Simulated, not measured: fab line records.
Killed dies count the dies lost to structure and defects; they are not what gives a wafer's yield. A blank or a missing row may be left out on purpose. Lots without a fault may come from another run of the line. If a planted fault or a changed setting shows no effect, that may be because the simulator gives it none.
Which tool is to blame? / flow ritCmos / 21 wafers from 7 lots sampled at 3 of the route's 202 steps

== WHAT THE GAUGES SHOWED, per wafer ==
RIT_PRETRO_TW_MEAS_10.
lot=L299; measured=day 2 13:18; on=filmMetro-01; PRETRO_TW=471.1 472.1 472.2
lot=L301; measured=day 2 23:09; on=filmMetro-02; PRETRO_TW=475.2 478.8 477.8
lot=L303; measured=day 3 09:42; on=filmMetro-02; PRETRO_TW=475.4 477.1 479.7
lot=L306; measured=day 4 00:09; on=filmMetro-02; PRETRO_TW=475.4 475.3 476.2
lot=L309; measured=day 4 14:09; on=filmMetro-01; PRETRO_TW=472.5 473.5 472.1
lot=L317; measured=day 6 07:56; on=filmMetro-04; PRETRO_TW=476.3 475.3 474.2
lot=L320; measured=day 6 21:07; on=filmMetro-01; PRETRO_TW=420.4 417.4 418.6 421.0 421.2 419.6

== TOOL THAT RAN EACH LOT (tool first, then ch and the chambers of the sampled wafers, then the start) ==
lot=L299; RIT_NWELL_STRIP_09=plasmaAsher-04 ch 0,1, day 2 02:50; RIT_PRETRO_IMPLANT_08=implanter-03 ch 0, day 2 12:59
lot=L301; RIT_NWELL_STRIP_09=plasmaAsher-04 ch 0,1, day 2 12:40; RIT_PRETRO_IMPLANT_08=implanter-01 ch 0, day 2 22:50
lot=L303; RIT_NWELL_STRIP_09=plasmaAsher-04 ch 1, day 2 23:28; RIT_PRETRO_IMPLANT_08=implanter-04 ch 0, day 3 09:22
lot=L306; RIT_NWELL_STRIP_09=plasmaAsher-04 ch 0,1, day 3 13:12; RIT_PRETRO_IMPLANT_08=implanter-01 ch 0, day 3 23:52
lot=L309; RIT_NWELL_STRIP_09=plasmaAsher-04 ch 0,1, day 4 03:49; RIT_PRETRO_IMPLANT_08=implanter-01 ch 0, day 4 13:49
lot=L317; RIT_NWELL_STRIP_09=plasmaAsher-03 ch 0,1, day 5 21:19; RIT_PRETRO_IMPLANT_08=implanter-01 ch 0, day 6 07:38
lot=L320; RIT_NWELL_STRIP_09=plasmaAsher-02 ch 0,1, day 6 10:41; RIT_PRETRO_IMPLANT_08=implanter-03 ch 0, day 6 20:47
- RIT_NWELL_STRIP_09: strips in O2, time 180 s.
- RIT_PRETRO_IMPLANT_08

== THE ANSWER, worked out from the rows above alone ==
Rule: usual is defined by the lots themselves. Put in order of their means at a reading, lots are off if they are a third of the lots or fewer, leave a main group of 4 or more, and stand apart from it by a gap of 3 or more times the standard deviation of the main group's means; of several such gaps the widest counts. A main group is skipped when, at the precision printed for the reading in the tables above, its means are all equal. A lot without any number at a reading at which 4 lots or more have one is off too. The other lots that the step has rows for count as sound.
Off: L320, at RIT_PRETRO_TW_MEAS_10 (PRETRO_TW). The main group: mean 475.0, standard deviation 2.1.
A tool fits if, at a process step before that reading, it ran every lot that is off, and no sound lot after the first of them. Those tools and the gauges at RIT_PRETRO_TW_MEAS_10 are tried in the same way. Can't be told from this: 3 tools fit, plasmaAsher-02 at RIT_NWELL_STRIP_09, implanter-03 at RIT_PRETRO_IMPLANT_08, filmMetro-01 at RIT_PRETRO_TW_MEAS_10.

== WHAT THE SIMULATOR PUT IN ==
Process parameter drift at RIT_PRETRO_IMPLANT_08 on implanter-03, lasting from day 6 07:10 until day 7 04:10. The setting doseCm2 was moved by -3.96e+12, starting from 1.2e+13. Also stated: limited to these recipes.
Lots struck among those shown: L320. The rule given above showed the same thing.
